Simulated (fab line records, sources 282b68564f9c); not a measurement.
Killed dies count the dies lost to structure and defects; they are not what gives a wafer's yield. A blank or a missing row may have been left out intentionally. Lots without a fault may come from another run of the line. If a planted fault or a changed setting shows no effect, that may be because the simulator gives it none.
fab line records | flow ritCmos
[record] lots = 5 | wafers = 14 | lastDay = 7
route steps=202 shown PLDD@118 SPACER@125 NSD@131 M1@202
lots with no fault: from the same line, run without faults
startH: start of the lot's first displayed wafer, in hours after the record's first day | waitH: time in hours since the lot's previous step | " repeats the value in the row above | L1.1+2: a single row standing in for several wafers | - either no value or no given start | * or withheld: withheld | < > ~ a bound
route shown NAME@n: names a module that has steps shown in the file, with the first one's number in the route | usual: the fault-free wafers' mean and standard deviation | same: alike in all rows | chamber/n: place in a boat | sites: readings site by site | _std_site: standard deviation across them | _edge_site: outer sites' mean less inner sites' | radiusMm: how far each site lies from the wafer's centre | mask NAME#n: copy n | behind: the tool/chamber that last shaped the wafer | hold: why the lot went on hold/how many hours it stayed there/how the hold came to an end | device: the n, p or np transistor that did not switch | end of line: at the end of the route, the tests of the same wafers | a step with no rows: only its recipe | killed: the dies lost at the first sort to structure and to defects; this is not the yield of the wafer | map: shows each die of a wafer: x if killed, . if not, _ if none is there
set.NAME: the run value of the setting; set.NAME@STEP: its run value at that earlier step | model.NAME: the simulator's own value behind a step, which no gauge read
lots seen at some steps along the route; tables by step, rows by wafer
services: a tool's chamber out of use, with start hour (startH, from the record's first day; less than 0 if before it), hours out, and reason
[[steps]]
[step RIT_PLDD_PEB_04]
[recipe] resist = NOVOLAK | tempC = withheld | timeS = withheld
[step RIT_PLDD_DEVELOP_05]
[recipe] resist = NOVOLAK | developTimeS = 50 | devTempC = 23
[step RIT_PLDD_OVL_MEAS_06]
[usual] PLDD_OVL = -0.7/1.4
lot.wafer | tool       | chamber | startH | waitH | PLDD_OVL[nm]
L346.2    | overlay-02 | -       | 107.25 | -     | -0.9
L346.3    | "          | -       | "      | "     | -0.4
L346.6    | "          | -       | "      | "     | -1.0
L347.1    | overlay-01 | -       | 109.95 | -     | -1.3
L347.2    | "          | -       | "      | "     | -1.6
L347.4    | "          | -       | "      | "     | -2.4
L348.1    | overlay-01 | -       | 113.64 | -     | -2.4
L348.4    | "          | -       | "      | "     | -3.1
L356.2    | overlay-01 | -       | 160.75 | -     | -1.2
L356.4    | "          | -       | "      | "     | -0.7
L356.6    | "          | -       | "      | "     | -0.6
L357.2    | overlay-02 | -       | 163.27 | -     | 0.4
L357.3    | "          | -       | "      | "     | -0.1
L357.6    | "          | -       | "      | "     | 0.2
[step RIT_PLDD_HARDBAKE_07]
[recipe] resist = NOVOLAK | tempC = 140 | timeS = 60
[step RIT_PLDD_IMPLANT_08]
[recipe] species = BF2 | energyKev = 19.68 | doseCm2 = 9e+14 | tiltDeg = 7
[step RIT_PLDD_STRIP_09]
[recipe] chemistry = O2 | timeS = 180 | resist = NOVOLAK | platenTempC = withheld | powerW = 500 | pressureMtorr = 4000 | o2FlowSccm = 4000
[usual] drypumpMotorCurrentA = 5.74/0.27
lot.wafer | tool           | chamber | startH | waitH | drypumpMotorCurrentA | rfHoursCounterH
L346.2    | plasmaAsher-02 | 0       | 107.58 | 0.1   | 5.50                 | 48
L346.3    | "              | 1       | "      | "     | 5.80                 | -
L346.6    | "              | 1       | "      | "     | 5.82                 | -
L347.1    | plasmaAsher-04 | 0       | 110.29 | 0.1   | 5.56                 | 30
L347.2    | "              | 1       | "      | "     | 5.80                 | 30
L347.4    | "              | 1       | "      | "     | 5.83                 | -
L348.1    | plasmaAsher-01 | 1       | 113.97 | 0.1   | 5.54                 | 48
L348.4    | "              | 0       | "      | "     | 6.23                 | -
L356.2    | plasmaAsher-02 | 1       | 161.08 | 0.1   | 5.80                 | 54
L356.4    | "              | 1       | "      | "     | 5.79                 | -
L356.6    | "              | 1       | "      | "     | 5.80                 | -
L357.2    | plasmaAsher-02 | 0       | 163.60 | 0.1   | 5.49                 | 54
L357.3    | "              | 1       | "      | "     | 5.81                 | -
L357.6    | "              | 1       | "      | "     | 5.81                 | -
[step RIT_PLDD_TW_MEAS_10]
[usual] PLDD_TW = 2324/25
lot.wafer | tool         | chamber | startH | waitH | PLDD_TW
L346.2    | filmMetro-04 | -       | 107.77 | 0.1   | 2354
L346.3    | "            | -       | "      | "     | 2369
L346.6    | "            | -       | "      | "     | 2357
L347.1    | filmMetro-01 | -       | 110.46 | 0.1   | 2352
L347.2    | "            | -       | "      | "     | 2336
L347.4    | "            | -       | "      | "     | 2341
L348.1    | filmMetro-01 | -       | 114.15 | 0.1   | 2338
L348.4    | "            | -       | "      | "     | 2340
L356.2    | filmMetro-02 | -       | 161.27 | 0.1   | 2314
L356.4    | "            | -       | "      | "     | 2301
L356.6    | "            | -       | "      | "     | 2302
L357.2    | filmMetro-02 | -       | 163.78 | 0.1   | 2318
L357.3    | "            | -       | "      | "     | 2300
L357.6    | "            | -       | "      | "     | 2305
[step RIT_SPACER_CLEAN_00]
[recipe] chemistry = SC1 | mix = 3:3:50 | timeS = 600 | tempC = 75
[step RIT_SPACER_CLEAN_01]
[recipe] chemistry = dHF | dilution = 50:1 | timeS = 30
[step RIT_SPACER_CLEAN_02]
[recipe] chemistry = SC2 | mix = 3:3:50 | timeS = 600 | tempC = 75 | dry = n2Spin
[step RIT_SPACER_CVD_03]
[recipe] material = Si3N4 | targetThkNm = 250 | tempC = 810 | precursor = SiH2Cl2/NH3 | timeS = 3300 | pressureMtorr = 300 | sih2cl2FlowSccm = 60 | nh3FlowSccm = 150
[step RIT_SPACER_THK_MEAS_04]
[recipe] reads = Si3N4_of_SPACER_CVD_03
[usual] SPACER_NITRIDE_THK = 250.2/2.2
lot.wafer | tool         | chamber | startH | waitH | SPACER_NITRIDE_THK[nm]
L346.2    | filmMetro-02 | -       | 110.30 | 0.0   | 250.8
L346.3    | "            | -       | "      | "     | 251.9
L346.6    | "            | -       | "      | "     | 254.2
L347.1    | filmMetro-03 | -       | 112.81 | 0.0   | 248.5
L347.2    | "            | -       | "      | "     | 247.2
L347.4    | "            | -       | "      | "     | 248.2
L348.1    | filmMetro-03 | -       | 116.51 | 0.0   | 250.2
L348.4    | "            | -       | "      | "     | 250.5
L356.2    | filmMetro-04 | -       | 163.63 | 0.0   | 246.1
L356.4    | "            | -       | "      | "     | 249.1
L356.6    | "            | -       | "      | "     | 245.7
L357.2    | filmMetro-04 | -       | 166.13 | 0.0   | 248.7
L357.3    | "            | -       | "      | "     | 248.0
L357.6    | "            | -       | "      | "     | 247.0
[step RIT_SPACER_ETCHBACK_05]
[recipe] targetDepthA = 2500 | SF6_flow_sccm = 30 | CHF3_flow_sccm = 30 | target = Si3N4 | chemistry = SF6/CHF3 | pressureMtorr = 40 | rfW = 257.3 | timeS = 240 | stopOn = SiO2
[usual] drypumpMotorCurrentA = 5.9/0.45 | oesProductAu = 0.847/0.015 | runLengthS = 268.3/0.32 | throttleValvePct = 10.25/0.16
lot.wafer | tool       | chamber | startH | waitH | drypumpMotorCurrentA | oesProductAu | rfHoursCounterH | runLengthS | throttleValvePct | model.etch.depthNm | model.poly-Si_of_GATE_CVD_08.thkNm | model.Si3N4_of_SPACER_CVD_03.thkNm
L346.2    | rieDiel-01 | 3       | 110.35 | 0.0   | 5.6                  | 0.855        | 3               | 268.2      | 9.98             | 250.9              | 160.4                              | 196.8
L346.3    | "          | 2       | "      | "     | 5.9                  | 0.845        | 137             | 268.6      | 10.19            | 252.1              | 157.9                              | 194.9
L346.6    | "          | 1       | "      | "     | 6.0                  | 0.855        | -               | 268.5      | 10.08            | 254.1              | 156.9                              | 196.8
L347.1    | rieDiel-03 | 3       | 112.87 | 0.1   | 6.3                  | 0.824        | 69              | 268.7      | 10.20            | 248.3              | 162.4                              | 195.2
L347.2    | "          | 2       | "      | "     | 5.4                  | 0.842        | 2               | 268.8      | 10.38            | 247.1              | 163.5                              | 193.9
L347.4    | "          | 0       | "      | "     | 5.6                  | 0.855        | 9               | 268.4      | 10.50            | 248.3              | 161                                | 193.7
L348.1    | rieDiel-03 | 2       | 116.57 | 0.1   | 5.4                  | 0.859        | 2               | 268.6      | 10.39            | 250                | 157.4                              | 196.3
L348.4    | "          | 1       | "      | "     | 6.3                  | 1.019        | 116             | 172.4      | 10.37            | 190.6              | 180.7                              | 217.4
L356.2    | rieDiel-02 | 2       | 163.68 | 0.0   | 5.3                  | 0.855        | 32              | 268.0      | 9.95             | 245.9              | 154.4                              | 190.7
L356.4    | "          | 0       | "      | "     | 6.3                  | 0.858        | 38              | 268.1      | 10.36            | 249.1              | 157.3                              | 196.4
L356.6    | "          | 1       | "      | "     | 4.8                  | 0.832        | -               | 267.8      | 10.16            | 245.8              | 156.7                              | 192
L357.2    | rieDiel-01 | 2       | 166.18 | 0.0   | 5.9                  | 0.836        | 138             | 268.2      | 10.19            | 248.7              | 156.8                              | 193.2
L357.3    | "          | 3       | "      | "     | 5.6                  | 0.835        | 4               | 268.0      | 9.99             | 248                | 160.7                              | 194.7
L357.6    | "          | 0       | "      | "     | 6.1                  | 0.857        | -               | 268.4      | 10.28            | 246.9              | 159.7                              | 194.2
[step RIT_NSD_HMDS_00]
[recipe] primeTimeS = 60 | primeTempC = 140
[step RIT_M1_PROBE_99]
[usual] killedAtFrontEnd = 7/3 | killedDies = 7/3.1 | killedOpen = 3.4/2.1 | killedShort = 3.4/2
[same] grossDies = 264 | killed_at_M0_to_M3 = 0 | killed_at_M4_up = 0 | killedAtBackSide = 0 | killedAtContacts = 0 | killedAtOther = 0
lot.wafer | tool      | chamber | startH | waitH | hold                    | killedAtFrontEnd | killedDies | killedOpen | killedShort
L346.2    | prober-01 | -       | 121.41 | 0.1   | -                       | 2                | 2          | 2          | 0
L346.3    | prober-01 | -       | 121.46 | 0.2   | -                       | 9                | 9          | 5          | 4
L346.6    | prober-01 | -       | 121.61 | 0.2   | -                       | 7                | 7          | 3          | 4
L347.1    | prober-02 | -       | 124.50 | 0.1   | -                       | 11               | 11         | 3          | 8
L347.2    | prober-02 | -       | 124.55 | 0.1   | -                       | 10               | 10         | 5          | 5
L347.4    | prober-02 | -       | 124.65 | 0.2   | -                       | 2                | 2          | 0          | 2
L348.1    | prober-01 | -       | 127.83 | 0.1   | awaitDispo/3.3h/release | 4                | 4          | 3          | 1
L356.2    | prober-01 | -       | 175.42 | 0.1   | -                       | 3                | 3          | 1          | 2
L356.4    | prober-01 | -       | 175.52 | 0.2   | -                       | 7                | 7          | 6          | 1
L356.6    | prober-01 | -       | 175.62 | 0.2   | -                       | 6                | 6          | 3          | 3
L357.2    | prober-02 | -       | 177.47 | 0.1   | -                       | 7                | 7          | 3          | 4
L357.3    | prober-02 | -       | 177.52 | 0.2   | -                       | 2                | 2          | 2          | 0
L357.6    | prober-02 | -       | 177.67 | 0.2   | -                       | 6                | 6          | 4          | 2
// killed by level:class
L346.2 SILICIDE:geometricParticle:open=2
L346.3 GATE:geometricParticle:short=2 REOX:geometricParticle:open=2 FOX1:geometricParticle:short=1 FOX1:geometricParticle:open=1 GATE:geometricParticle:open=1 SILICIDE:geometricParticle:open=1 SILICIDE:geometricParticle:short=1
L346.6 FOX1:geometricParticle:open=2 FOX1:geometricParticle:short=2 GATE:geometricParticle:short=2 SPACER:geometricParticle:open=1
L347.1 FOX1:geometricParticle:short=3 GATE:geometricParticle:short=2 ACTIVE:geometricParticle:short=1 FOX1:geometricParticle:open=1 REOX:geometricParticle:short=1 REOX:geometricParticle:open=1 SPACER:geometricParticle:short=1 SPACER:geometricParticle:open=1
L347.2 FOX1:geometricParticle:open=2 GATE:geometricParticle:short=2 REOX:geometricParticle:open=2 SILICIDE:geometricParticle:short=2 SPACER:geometricParticle:short=1 SILICIDE:geometricParticle:open=1
L347.4 GATE:geometricParticle:short=1 REOX:geometricParticle:short=1
L348.1 GATE:geometricParticle:open=3 GATE:geometricParticle:short=1
L356.2 GATE:geometricParticle:short=2 SPACER:geometricParticle:open=1
L356.4 SPACER:geometricParticle:open=4 FOX1:geometricParticle:open=2 GATE:geometricParticle:short=1
L356.6 GATE:geometricParticle:short=3 FOX1:geometricParticle:open=1 GATE:geometricParticle:open=1 REOX:geometricParticle:open=1
L357.2 GATE:geometricParticle:open=3 GATE:geometricParticle:short=2 FOX1:geometricParticle:short=1 FOX2:geometricParticle:short=1
L357.3 FOX1:geometricParticle:open=1 REOX:geometricParticle:open=1
L357.6 SILICIDE:geometricParticle:open=2 FOX1:geometricParticle:open=1 GATE:geometricParticle:short=1 REOX:geometricParticle:open=1 SPACER:geometricParticle:short=1
[[services]]
tool           | chamber | startH | hours | kind
rieDiel-02     | -       | 92.45  | 0.9   | repair
rieDiel-01     | 3       | 126.93 | 15.4  | repair
plasmaAsher-02 | -       | 128.20 | 0.5   | repair
plasmaAsher-02 | -       | 154.47 | 3.4   | repair
rieDiel-03     | 2       | 160.83 | 3.5   | repair
plasmaAsher-02 | -       | 166.13 | 0.9   | repair
[[key]]
[firstSign] step = RIT_SPACER_ETCHBACK_05 | reading = runLengthS | direction = down | sigmas = 99+ | usual = * | struck = *
[effect] step = RIT_SPACER_ETCHBACK_05 | reading = oesProductAu | direction = up | sigmas = 11 | usual = 0.847 | struck = 1.019
[modelEffect] step = RIT_SPACER_ETCHBACK_05 | value = etch.depthNm | without = 250.4 | struck = 190.6
metAt RIT_SPACER_ETCHBACK_05
struckWafers L348.4
rowsEnd L348.4
[fault] kind = processParameterDrift | tool = rieDiel-03 | chamber = 1 | onsetH = 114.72 | steps = RIT_SPACER_ETCHBACK_05 | channel = timeS | offset = * | shape = step | endH = 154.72 | actsIn = * | stated = *
// rowsEnd: these wafers met a further fault down the route, and their rows from its step on are left out
